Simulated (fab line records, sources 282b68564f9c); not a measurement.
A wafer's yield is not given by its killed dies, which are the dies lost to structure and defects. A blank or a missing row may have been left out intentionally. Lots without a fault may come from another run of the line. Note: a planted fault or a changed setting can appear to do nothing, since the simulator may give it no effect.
The tool behind it: which one? ; flow rit cmos ; 21 wafers from 7 lots sampled at 2 of the route's 202 steps

WHAT EACH GAUGE READ, for each wafer
RIT_WELLDRIVE_RS_MEAS_02: uses a four-point probe to measure.
lot;measured;on;PWELL_RS (ohm/sq)
L615;day 2 09:22;film metro-04;427.5 430.8 429.3
L617;day 2 20:05;film metro-01;430.6 430.1 429.5
L619;day 3 05:07;film metro-01;427.5 429.7 429.9
L623;day 4 01:47;film metro-04;429.2 428.5 428.1
L626;day 4 16:40;film metro-01;431.1 432.3 429.9
L628;day 5 03:02;film metro-02;430.3 429.3 430.1
L633;day 6 04:32;film metro-04;444.4 444.0 443.6

WHAT TOOL EACH LOT RAN ON (gives the tool, then ch and the chambers of the sampled wafers, and finally the start)
lot;RIT_PWELL_IMPLANT_08
L615;implanter-04 ch 0, day 2 03:47
L617;implanter-01 ch 0, day 2 14:31
L619;implanter-03 ch 0, day 2 23:32
L623;implanter-03 ch 0, day 3 20:12
L626;implanter-01 ch 0, day 4 10:10
L628;implanter-03 ch 0, day 4 20:32
L633;implanter-04 ch 0, day 5 22:58
- RIT_PWELL_IMPLANT_08

THE ANSWER, worked out from the rows above alone
Rule: the usual values come from the lots themselves. The widest of any qualifying gaps counts: lots, ordered by their means at a reading, are off when they make up no more than a third of the lots, leave a main group of 4 or more, and stand apart from it by 3 or more times the standard deviation of that group's means. If all means in a main group match to the digits the tables above print for the reading, that group is not used. A lot without any number at a reading at which 4 lots or more have one is off too. Any other lot the step has rows for is counted as sound.
Off: at RIT_WELLDRIVE_RS_MEAS_02 (PWELL_RS), L633. The main group has a mean of 429.6 ohm/sq with a standard deviation of 0.82.
A tool fits if, at a process step before that reading, it ran every lot that is off, and no sound lot after the first of them. The gauges at RIT_WELLDRIVE_RS_MEAS_02 are tried like those tools. 2 tools fit, implanter-04 at RIT_PWELL_IMPLANT_08 and film metro-04 at RIT_WELLDRIVE_RS_MEAS_02, so this cannot tell which one it is.

WHAT HAD BEEN PUT IN BY THE SIMULATOR
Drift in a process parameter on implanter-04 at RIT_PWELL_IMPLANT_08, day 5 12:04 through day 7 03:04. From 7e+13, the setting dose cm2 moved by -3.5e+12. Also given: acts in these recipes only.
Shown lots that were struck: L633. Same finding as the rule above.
